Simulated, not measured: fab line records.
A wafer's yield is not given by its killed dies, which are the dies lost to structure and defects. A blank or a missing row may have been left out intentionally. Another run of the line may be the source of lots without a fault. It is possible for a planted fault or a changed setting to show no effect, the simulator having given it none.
Matching of chambers | flow berkeley-cmos170 | UCB170_V1_CMP_02 on cmp-02: 4 sister chambers
The step polishes SiO2. 14 wafers are shown with their chamber, then 7 later ones without.

WAFERS PAIRED WITH THEIR CHAMBERS
wafer  | chamber | motor-current-A (A) | slurry-flow-ml-min | platen-rpm (rpm)
L670.1 | 0       | 16.0                | 149.9              | 59.93
L670.2 | 1       | 18.0                | 150.3              | 60.04
L670.6 | 3       | 18.1                | 149.9              | 60.04
L671.2 | 3       | 19.3                | 149.8              | 60.07
L671.3 | 0       | 15.8                | 150.8              | 60.02
L671.4 | 2       | 15.0                | 149.4              | 59.98
L673.4 | 2       | 15.7                | 149.7              | 59.98
L673.5 | 0       | 17.2                | 150.0              | 60.03
L673.6 | 3       | 18.9                | 150.5              | 60.04
L678.2 | 2       | 15.8                | 149.9              | 60.01
L678.3 | 3       | 19.2                | 150.2              | 59.99
L678.4 | 0       | 15.1                | 150.0              | 60.01
L682.1 | 3       | 18.2                | 150.5              | 60.04
L682.4 | 1       | 18.3                | 150.4              | 60.05

SIGNATURES, as means of the wafers listed above
reading            | chamber 0 | chamber 1 | chamber 2 | chamber 3 | scatter within a chamber
motor-current-A    | 16.025    | 18.150    | 15.500    | 18.740    | 0.63
slurry-flow-ml-min | 150.175   | 150.350   | 149.667   | 150.180   | 0.33
platen-rpm         | 59.9975   | 60.0450   | 59.9900   | 60.0360   | 0.032
Rule: for a wafer and a chamber, the distance is found by dividing, reading by reading, the gap between the wafer's reading and the chamber's mean by the reading's scatter, squaring, summing and taking the root. The wafer belongs to the nearest chamber; if the next one is less than 2 further off, it can't be placed. How the scatter is found: for the shown wafers, subtract from each reading the mean of its chamber, square and add these, divide the total by (wafers less chambers), then take the root.

WAFERS WHOSE CHAMBER IS MISSING
wafer  | motor-current-A (A) | slurry-flow-ml-min | platen-rpm (rpm)
L682.6 | 16.4                | 149.3              | 60.04
L685.2 | 16.2                | 149.6              | 60.00
L685.3 | 15.6                | 150.4              | 59.96
L685.4 | 17.9                | 150.2              | 59.94
L690.1 | 16.1                | 150.1              | 59.99
L690.5 | 17.9                | 150.2              | 60.02
L690.6 | 16.1                | 149.9              | 60.10

CHAMBER TAKEN BY EACH
wafer  | from the rows above               | in truth
L682.6 | can't be placed: 2 or 0 or 1      | 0
L685.2 | can't be placed: 2 or 0           | 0
L685.3 | can't be placed: 0 or 2           | 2
L685.4 | can't be placed: 3 or 1 or 0 or 2 | 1
L690.1 | can't be placed: 0 or 2           | 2
L690.5 | can't be placed: 1 or 3           | 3
L690.6 | can't be placed: 0 or 2 or 1 or 3 | 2
Correct placement for 0 of the 7. Unplaceable from these rows: 7, with the true chamber sitting among the candidates in 7. Placed wrongly: 0.
